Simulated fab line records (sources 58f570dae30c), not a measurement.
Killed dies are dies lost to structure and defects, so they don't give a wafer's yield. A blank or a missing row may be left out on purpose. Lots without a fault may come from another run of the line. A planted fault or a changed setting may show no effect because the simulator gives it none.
8D (eight disciplines) problem report, filled in by code | flow berkeleyCmos170 | the parts of the form that need people (team, actions taken, sign-off) are left out

1. WHAT WENT WRONG
Mean of rfFwdPowerW at UCB170_ACTIVE_ETCH_15: 375.8 W across 6 wafers in 2 lots; on wafers with no fault it is 447.9 W (standard deviation 1.4). That is -52 standard deviations from the usual mean.
The step: etches Si3N4 in CH3F/Ar/O2, stops on SiO2, target depth 242 nm, time 151 s.
Earliest sighting: wafer L546.1 on rieDiel-02 at day 8 21:02. Wafers with a number at this step in the record: 42, from 14 lots. Rule for "out" (also "out of limits"): further than 4 standard deviations from the usual mean. The rest of the wafers with a number are treated as sound.

2. WHAT IT IS; WHAT IT IS NOT
question                    | is                     | is not
which readings at this step | rfFwdPowerW            | drypumpMotorCurrentA, oesProductAu
which lots                  | L546, L549             | L527, L529, L532, L533, L534, L535, L537, L538, L539, L540, L545, L550
which wafers of those lots  | all that have a number | -
read on which tools         | rieDiel-02             | rieDiel-01, rieDiel-03
when                        | from day 8 21:02       | up to then (33 sound wafers); but 3 sound wafers of L550 came after

3. WHAT RULES OUT EACH SUSPECT
Counting: a tool at any process step up to the reading remains a suspect when it ran all the lots that are out and ran no sound lot after the first of those.
- rieDiel-02 at UCB170_ACTIVE_ETCH_15 (etches Si3N4 in CH3F/Ar/O2, stops on SiO2, target depth 242 nm, time 151 s): kept. It ran every lot that is out, first L546 (day 8 21:02), and no sound lot after that; its last sound lot up to then is L545 (day 8 13:08). Its own readings are out on those wafers: rfFwdPowerW.
After counting, what remains is rieDiel-02 at UCB170_ACTIVE_ETCH_15.

4. THE CAUSE (what the simulator had put in)
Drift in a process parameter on rieDiel-02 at UCB170_ACTIVE_ETCH_15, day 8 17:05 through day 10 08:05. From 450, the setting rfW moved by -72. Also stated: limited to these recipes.
The count eliminated every tool but this one.

5. THE CHAIN OF EFFECTS, in route order
Rows list readings where the struck wafers' mean (over those with a number) sits beyond 3 standard deviations from the usual. Scope: only readings with a usual standard deviation given in the record; hours: median across lots of the time from each lot's start at the first step in this table that gives one to its start at this step; sigmas: change in usual standard deviations.
hours | step                   | reading              | usual   | on struck wafers | change | sigmas
0     | UCB170_ACTIVE_ETCH_15  | rfFwdPowerW          | 447.9 W | 375.8            | -72.1  | -52
0     | UCB170_ACTIVE_STRIP_16 | stripTimeToEndpointS | 18.12 s | 18.48            | +0.36  | +3.7
Process steps it contains:
- UCB170_ACTIVE_ETCH_15: etches Si3N4 in CH3F/Ar/O2, stops on SiO2, target depth 242 nm, time 151 s.
- UCB170_ACTIVE_STRIP_16: strips in O2.

6. WHAT WOULD HAVE CAUGHT IT SOONER
4 hours passed between the start of the fault at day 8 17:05 and the first reading out of limits in this record, taken at day 8 21:02.
